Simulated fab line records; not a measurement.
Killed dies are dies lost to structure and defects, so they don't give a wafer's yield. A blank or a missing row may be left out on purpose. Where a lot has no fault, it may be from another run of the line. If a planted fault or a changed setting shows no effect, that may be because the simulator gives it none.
Split-lot experiment ; flow rit_cmos ; 23 wafers read from 5 lots, route of 202 steps

SPLIT DETAILS
At RIT_M1_COAT_04 (resist thk 1300 nm), the setting resist_thk_nm was moved away from the recipe's 1300 nm on 4 of the 23 wafers read, by +4.0% to +5.5%. The other wafers ran this setting at the recipe's value.

FROM THE SPLIT TO THE READING: what the file shows between them, 4 steps
- RIT_M1_EXPOSE_06: exposes mask M12, target cd 2600 nm (also split here: dose_mj)
- RIT_M1_PEB_07
- RIT_M1_DEVELOP_08: develop time 68 s
- RIT_M1_CD_MEAS_09: target cd 2600 nm

THE READING
NOVOLAK_of_M1_COAT_04.thk_nm (the simulator's own value, which no gauge read), in nm, at RIT_M1_HARDBAKE_11 (time 120 s). The file gives no usual value for it. Across the 19 wafers here that went through the recipe, the average is 1140 nm and the standard deviation 3.6 nm.

wafer;tool, chamber at the split;resist_thk_nm as run, nm;against the recipe;NOVOLAK_of_M1_COAT_04.thk_nm, nm;against lot-mates on the recipe
L075.1;litho_track-01, 0;1300;recipe;1145;-
L075.2;litho_track-01, 0;1300;recipe;1141;-
L075.4;litho_track-01, 0;1300;recipe;1142;-
L077.1;litho_track-03, 0;1371;+5.5%;1200;+58
L077.3;litho_track-03, 0;1300;recipe;1142;-
L077.4;litho_track-03, 0;1300;recipe;1140;-
L077.5;litho_track-03, 0;1371;+5.5%;1204;+62
L077.6;litho_track-03, 0;1300;recipe;1144;-
L079.1;litho_track-03, 0;1300;recipe;1135;-
L079.2;litho_track-03, 0;1300;recipe;1134;-
L079.3;litho_track-03, 0;1300;recipe;1134;-
L079.4;litho_track-03, 0;1300;recipe;1138;-
L079.6;litho_track-03, 0;1300;recipe;1136;-
L082.1;litho_track-01, 0;1300;recipe;1139;-
L082.2;litho_track-01, 0;1300;recipe;1138;-
L082.4;litho_track-01, 0;1300;recipe;1142;-
L082.6;litho_track-01, 0;1300;recipe;1142;-
L082.5;litho_track-01, 0;1300;recipe;1140;-
L084.1;litho_track-01, 0;1352;+4.0%;1187;+43
L084.3;litho_track-01, 0;1352;+4.0%;1187;+43
L084.2;litho_track-01, 0;1300;recipe;1144;-
L084.5;litho_track-01, 0;1300;recipe;1146;-
L084.6;litho_track-01, 0;1300;recipe;1143;-

FIT RESULTS
A straight line over all 23 wafers: NOVOLAK_of_M1_COAT_04.thk_nm changes by +11.4 nm for each +1% of resist_thk_nm; r = +0.99; the points scatter about the line by 3.5 nm.
The same after taking each lot's own level away (the mean of its wafers on the recipe; 23 wafers): +10.9 nm for each +1%; r = +1.00; scatter 1.6 nm.
On that fit, the largest move of resist_thk_nm shifts the reading by 59 nm.
From 1135.4 to 1144.3 nm: that is the span of the lots' own levels, equal to 2.5 times the standard deviation above.
The two slopes are in agreement: the lot-to-lot level therefore moves the slope only a little.
Check: +60.1 nm against its lot-mates is what the line predicts for one of the wafers moved furthest among these (+5.5%) when that wafer is left out of the fit. Against them it came out at +58 nm.

ADDITIONAL SPLITS CARRIED BY THESE WAFERS
Before the reading, these wafers also passed through other splits. Each is held against what the fit with the lots' levels taken away leaves over:
other split on the same wafers;wafers away from the commonest value;r with NOVOLAK_of_M1_COAT_04.thk_nm (lot level and that fit taken away)
RIT_CONTACT_DEVELOP_07 develop_time_s;7;+0.05
RIT_M1_EXPOSE_06 dose_mj;6;-0.30

THE WHOLE CHAIN: every reading that the file lists as answering this split, in the file's order
step;what it does;reading;change (the file's fit);r (the file's)
RIT_M1_COAT_04;resist thk 1300 nm;NOVOLAK_of_M1_COAT_04.thk_nm (the simulator's own value, which no gauge read);+12.7 nm for each +1% of the setting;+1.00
RIT_M1_HARDBAKE_11;time 120 s;NOVOLAK_of_M1_COAT_04.thk_nm (the simulator's own value, which no gauge read);+10.9 nm for each +1% of the setting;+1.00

THE FILE'S OWN FIT
NOVOLAK_of_M1_COAT_04.thk_nm changes by +10.9 nm for each +1% of resist_thk_nm, r = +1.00.
